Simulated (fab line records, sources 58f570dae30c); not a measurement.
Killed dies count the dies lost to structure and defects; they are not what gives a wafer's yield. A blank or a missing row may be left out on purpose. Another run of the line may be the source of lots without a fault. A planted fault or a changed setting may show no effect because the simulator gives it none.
fab line records || flow berkeleyCmos170
record {"lots": 14, "wafers": 42, "lastDay": 13}
route steps=331 shown NWELL@23
lots with no fault: from the same line, run without faults
startH: start of the lot's first displayed wafer, in hours after the record's first day || waitH: hours since the lot's step before || " unchanged from the row above || L1.1+2: several wafers, shown together as one row || - value missing, or start not given || * or withheld: withheld || < > ~ a bound
route shown NAME@n: a module of which the file shows steps, and the number in the route of the first || usual: the fault-free wafers' mean and standard deviation || same: alike in all rows || chamber/n: place in a boat || sites: per-site readings || _std_site: standard deviation across them || _edge_site: mean of outer sites minus mean of inner sites || radiusMm: for every site, how far away it sits from the centre of the wafer || mask NAME#n: copy n || behind: the last tool/chamber to shape the wafer || hold: why the lot went on hold/how many hours it stayed there/how the hold came to an end || device: the transistor (n, p or np) that didn't switch || end of line: at the end of the route, the tests of the same wafers || for a step that has no rows: nothing shown but its recipe || killed: dies lost to structure and defects at the first sort, not the wafer's yield || map: a wafer's dies, x killed, . not, _ none there
set.NAME: the setting the step ran with; set.NAME@STEP: the setting that earlier step ran with || model.NAME: the simulator's own value behind a step, which no gauge read
a sample of lots followed through the steps of the route, with each step as a table and each wafer as a row
services: a tool's chamber out of use, with start hour (startH, from the record's first day; less than 0 if before it), hours out, and reason
## steps
# step UCB170_NWELL_EXPOSE_09
# recipe {"maskId": "NWELL", "targetCdNm": 3000, "na": 0.5, "sigmaOuter": 0.6, "sourceShape": "conventional", "doseMj": 25}
# usual {"exposureDoseMJCm2": "24.998/0.023", "focusOffsetNm": "0.1/0.56", "na": "0.5/0"}
{"lot.wafer": "L470.3", "tool": "krfScanner-02", "chamber": 0, "startH": 35.65, "waitH": 0.1, "mask": "NWELL#0", "exposureDoseMJCm2": 24.980, "focusOffsetNm": -0.3, "na": 0.5}
{"lot.wafer": "L470.5", "tool": "krfScanner-02", "chamber": 0, "startH": 35.65, "waitH": 0.1, "mask": "NWELL#0", "exposureDoseMJCm2": 24.992, "focusOffsetNm": 0.6, "na": 0.5}
{"lot.wafer": "L470.6", "tool": "krfScanner-02", "chamber": 0, "startH": 35.65, "waitH": 0.1, "mask": "NWELL#0", "exposureDoseMJCm2": 24.960, "focusOffsetNm": -0.3, "na": 0.5}
{"lot.wafer": "L471.1", "tool": "krfScanner-01", "chamber": 0, "startH": 35.86, "waitH": 0.3, "mask": "NWELL#0", "exposureDoseMJCm2": 24.995, "focusOffsetNm": 0.9, "na": 0.5}
{"lot.wafer": "L471.5", "tool": "krfScanner-01", "chamber": 0, "startH": 35.86, "waitH": 0.3, "mask": "NWELL#0", "exposureDoseMJCm2": 25.013, "focusOffsetNm": 0.7, "na": 0.5}
{"lot.wafer": "L471.6", "tool": "krfScanner-01", "chamber": 0, "startH": 35.86, "waitH": 0.3, "mask": "NWELL#0", "exposureDoseMJCm2": 24.985, "focusOffsetNm": 0.6, "na": 0.5}
{"lot.wafer": "L472.1", "tool": "krfScanner-01", "chamber": 0, "startH": 44.73, "waitH": 0.2, "mask": "NWELL#0", "exposureDoseMJCm2": 24.980, "focusOffsetNm": -0.1, "na": 0.5}
{"lot.wafer": "L472.3", "tool": "krfScanner-01", "chamber": 0, "startH": 44.73, "waitH": 0.2, "mask": "NWELL#0", "exposureDoseMJCm2": 24.978, "focusOffsetNm": 0.5, "na": 0.5}
{"lot.wafer": "L472.6", "tool": "krfScanner-01", "chamber": 0, "startH": 44.73, "waitH": 0.2, "mask": "NWELL#0", "exposureDoseMJCm2": 24.962, "focusOffsetNm": 0.0, "na": 0.5}
{"lot.wafer": "L473.2", "tool": "krfScanner-01", "chamber": 0, "startH": 51.49, "waitH": 0.2, "mask": "NWELL#0", "exposureDoseMJCm2": 24.976, "focusOffsetNm": -1.2, "na": 0.5}
{"lot.wafer": "L473.5", "tool": "krfScanner-01", "chamber": 0, "startH": 51.49, "waitH": 0.2, "mask": "NWELL#0", "exposureDoseMJCm2": 24.971, "focusOffsetNm": 0.1, "na": 0.5}
{"lot.wafer": "L473.6", "tool": "krfScanner-01", "chamber": 0, "startH": 51.49, "waitH": 0.2, "mask": "NWELL#0", "exposureDoseMJCm2": 25.047, "focusOffsetNm": -0.7, "na": 0.5}
{"lot.wafer": "L474.1", "tool": "krfScanner-01", "chamber": 0, "startH": 51.59, "waitH": 0.2, "mask": "NWELL#0", "exposureDoseMJCm2": 24.985, "focusOffsetNm": 0.0, "na": 0.5}
{"lot.wafer": "L474.2", "tool": "krfScanner-01", "chamber": 0, "startH": 51.59, "waitH": 0.2, "mask": "NWELL#0", "exposureDoseMJCm2": 24.990, "focusOffsetNm": 0.7, "na": 0.5}
{"lot.wafer": "L474.4", "tool": "krfScanner-01", "chamber": 0, "startH": 51.59, "waitH": 0.2, "mask": "NWELL#0", "exposureDoseMJCm2": 24.997, "focusOffsetNm": 0.4, "na": 0.5}
{"lot.wafer": "L475.3", "tool": "krfScanner-01", "chamber": 0, "startH": 61.42, "waitH": 0.2, "mask": "NWELL#0", "exposureDoseMJCm2": 25.000, "focusOffsetNm": -0.1, "na": 0.5}
{"lot.wafer": "L475.4", "tool": "krfScanner-01", "chamber": 0, "startH": 61.42, "waitH": 0.2, "mask": "NWELL#0", "exposureDoseMJCm2": 25.003, "focusOffsetNm": 0.5, "na": 0.5}
{"lot.wafer": "L475.5", "tool": "krfScanner-01", "chamber": 0, "startH": 61.42, "waitH": 0.2, "mask": "NWELL#0", "exposureDoseMJCm2": 25.036, "focusOffsetNm": 0.2, "na": 0.5}
{"lot.wafer": "L477.3", "tool": "krfScanner-01", "chamber": "-", "startH": 70.27, "waitH": 0.4, "mask": "NWELL#0", "exposureDoseMJCm2": "-", "focusOffsetNm": "-", "na": "-"}
{"lot.wafer": "L477.4", "tool": "krfScanner-01", "chamber": "-", "startH": 70.27, "waitH": 0.4, "mask": "NWELL#0", "exposureDoseMJCm2": "-", "focusOffsetNm": "-", "na": "-"}
{"lot.wafer": "L477.6", "tool": "krfScanner-01", "chamber": "-", "startH": 70.27, "waitH": 0.4, "mask": "NWELL#0", "exposureDoseMJCm2": "-", "focusOffsetNm": "-", "na": "-"}
{"lot.wafer": "L479.2", "tool": "krfScanner-01", "chamber": "-", "startH": 82.02, "waitH": 0.1, "mask": "NWELL#0", "exposureDoseMJCm2": "-", "focusOffsetNm": "-", "na": "-"}
{"lot.wafer": "L479.4", "tool": "krfScanner-01", "chamber": "-", "startH": 82.02, "waitH": 0.1, "mask": "NWELL#0", "exposureDoseMJCm2": "-", "focusOffsetNm": "-", "na": "-"}
{"lot.wafer": "L479.6", "tool": "krfScanner-01", "chamber": "-", "startH": 82.02, "waitH": 0.1, "mask": "NWELL#0", "exposureDoseMJCm2": "-", "focusOffsetNm": "-", "na": "-"}
{"lot.wafer": "L484.3", "tool": "krfScanner-02", "chamber": 0, "startH": 98.73, "waitH": 0.2, "mask": "NWELL#0", "exposureDoseMJCm2": 24.939, "focusOffsetNm": -0.1, "na": 0.5}
{"lot.wafer": "L484.5", "tool": "krfScanner-02", "chamber": 0, "startH": 98.73, "waitH": 0.2, "mask": "NWELL#0", "exposureDoseMJCm2": 24.958, "focusOffsetNm": 0.4, "na": 0.5}
{"lot.wafer": "L484.6", "tool": "krfScanner-02", "chamber": 0, "startH": 98.73, "waitH": 0.2, "mask": "NWELL#0", "exposureDoseMJCm2": 25.000, "focusOffsetNm": 0.4, "na": 0.5}
{"lot.wafer": "L487.1", "tool": "krfScanner-02", "chamber": 0, "startH": 120.28, "waitH": 0.1, "mask": "NWELL#0", "exposureDoseMJCm2": 24.996, "focusOffsetNm": 0.5, "na": 0.5}
{"lot.wafer": "L487.4", "tool": "krfScanner-02", "chamber": 0, "startH": 120.28, "waitH": 0.1, "mask": "NWELL#0", "exposureDoseMJCm2": 25.010, "focusOffsetNm": 0.8, "na": 0.5}
{"lot.wafer": "L487.5", "tool": "krfScanner-02", "chamber": 0, "startH": 120.28, "waitH": 0.1, "mask": "NWELL#0", "exposureDoseMJCm2": 24.988, "focusOffsetNm": 0.5, "na": 0.5}
{"lot.wafer": "L486.2", "tool": "krfScanner-01", "chamber": 0, "startH": 120.54, "waitH": 0.3, "mask": "NWELL#0", "exposureDoseMJCm2": 24.995, "focusOffsetNm": -0.7, "na": 0.5}
{"lot.wafer": "L486.3", "tool": "krfScanner-01", "chamber": 0, "startH": 120.54, "waitH": 0.3, "mask": "NWELL#0", "exposureDoseMJCm2": 24.989, "focusOffsetNm": 0.4, "na": 0.5}
{"lot.wafer": "L486.6", "tool": "krfScanner-01", "chamber": 0, "startH": 120.54, "waitH": 0.3, "mask": "NWELL#0", "exposureDoseMJCm2": 24.993, "focusOffsetNm": -0.2, "na": 0.5}
{"lot.wafer": "L489.2", "tool": "krfScanner-01", "chamber": 0, "startH": 128.33, "waitH": 0.2, "mask": "NWELL#0", "exposureDoseMJCm2": 24.981, "focusOffsetNm": -0.6, "na": 0.5}
{"lot.wafer": "L489.4", "tool": "krfScanner-01", "chamber": 0, "startH": 128.33, "waitH": 0.2, "mask": "NWELL#0", "exposureDoseMJCm2": 25.017, "focusOffsetNm": 0.1, "na": 0.5}
{"lot.wafer": "L489.6", "tool": "krfScanner-01", "chamber": 0, "startH": 128.33, "waitH": 0.2, "mask": "NWELL#0", "exposureDoseMJCm2": 24.997, "focusOffsetNm": 1.2, "na": 0.5}
{"lot.wafer": "L491.3", "tool": "krfScanner-02", "chamber": 0, "startH": 135.81, "waitH": 0.4, "mask": "NWELL#0", "exposureDoseMJCm2": 24.947, "focusOffsetNm": 0.3, "na": 0.5}
{"lot.wafer": "L491.4", "tool": "krfScanner-02", "chamber": 0, "startH": 135.81, "waitH": 0.4, "mask": "NWELL#0", "exposureDoseMJCm2": 24.978, "focusOffsetNm": 0.9, "na": 0.5}
{"lot.wafer": "L491.6", "tool": "krfScanner-02", "chamber": 0, "startH": 135.81, "waitH": 0.4, "mask": "NWELL#0", "exposureDoseMJCm2": 24.985, "focusOffsetNm": 0.4, "na": 0.5}
{"lot.wafer": "L492.1", "tool": "krfScanner-01", "chamber": 0, "startH": 147.12, "waitH": 0.2, "mask": "NWELL#0", "exposureDoseMJCm2": 24.997, "focusOffsetNm": -1.0, "na": 0.5}
{"lot.wafer": "L492.3", "tool": "krfScanner-01", "chamber": 0, "startH": 147.12, "waitH": 0.2, "mask": "NWELL#0", "exposureDoseMJCm2": 25.017, "focusOffsetNm": -1.1, "na": 0.5}
{"lot.wafer": "L492.4", "tool": "krfScanner-01", "chamber": 0, "startH": 147.12, "waitH": 0.2, "mask": "NWELL#0", "exposureDoseMJCm2": 25.000, "focusOffsetNm": 0.2, "na": 0.5}
## services
{"tool": "krfScanner-02", "chamber": "-", "startH": 25.06, "hours": 1.0, "kind": "pm"}
{"tool": "krfScanner-02", "chamber": "-", "startH": 33.19, "hours": 0.8, "kind": "pm"}
{"tool": "krfScanner-02", "chamber": "-", "startH": 47.90, "hours": 3.6, "kind": "pm"}
{"tool": "krfScanner-02", "chamber": "-", "startH": 51.46, "hours": 11.6, "kind": "pm"}
{"tool": "krfScanner-02", "chamber": "-", "startH": 73.98, "hours": 0.3, "kind": "repair"}
{"tool": "krfScanner-02", "chamber": "-", "startH": 76.20, "hours": 0.5, "kind": "repair"}
{"tool": "krfScanner-01", "chamber": "-", "startH": 98.47, "hours": 1.0, "kind": "pm"}
{"tool": "krfScanner-01", "chamber": "-", "startH": 109.16, "hours": 0.8, "kind": "pm"}
{"tool": "krfScanner-02", "chamber": 0, "startH": 129.68, "hours": "-", "kind": "calibration"}
{"tool": "krfScanner-02", "chamber": "-", "startH": 138.87, "hours": 1.3, "kind": "pm"}
{"tool": "krfScanner-01", "chamber": 0, "startH": 142.49, "hours": "-", "kind": "calibration"}
## key
firstSign {"step": "UCB170_NWELL_EXPOSE_09", "reading": "toolRecord", "direction": "missing"}
effect none on later readings
metAt UCB170_NWELL_EXPOSE_09
struckLots L477,L479
laterRowsLeftOut L477.3,L477.4,L477.6,L479.2,L479.4,L479.6
sortLeftOut L477.3,L477.4,L477.6,L479.2,L479.4,L479.6
testerLeftOut L477,L479
onsetBetween 61.42 70.27
fault {"kind": "skippedStepWhole", "tool": "krfScanner-01", "chamber": "-", "onsetH": 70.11, "steps": "UCB170_NWELL_EXPOSE_09", "scope": "struckLotsOnly"}
# testerLeftOut: of these lots the tester's yield and bins aren't shown, on N5 and GAA mostly nor the transistor test; their killed dies are dies lost to structure and defects alone, not to doping, threshold or leakage, so they don't give the yield
# sortLeftOut: the simulated sort isn't trusted on such a fault, so these wafers' sort isn't shown, and their yield isn't known
# laterRowsLeftOut: the simulator's readings of these wafers behind a module that went badly wrong aren't trusted and aren't shown, but for the sort
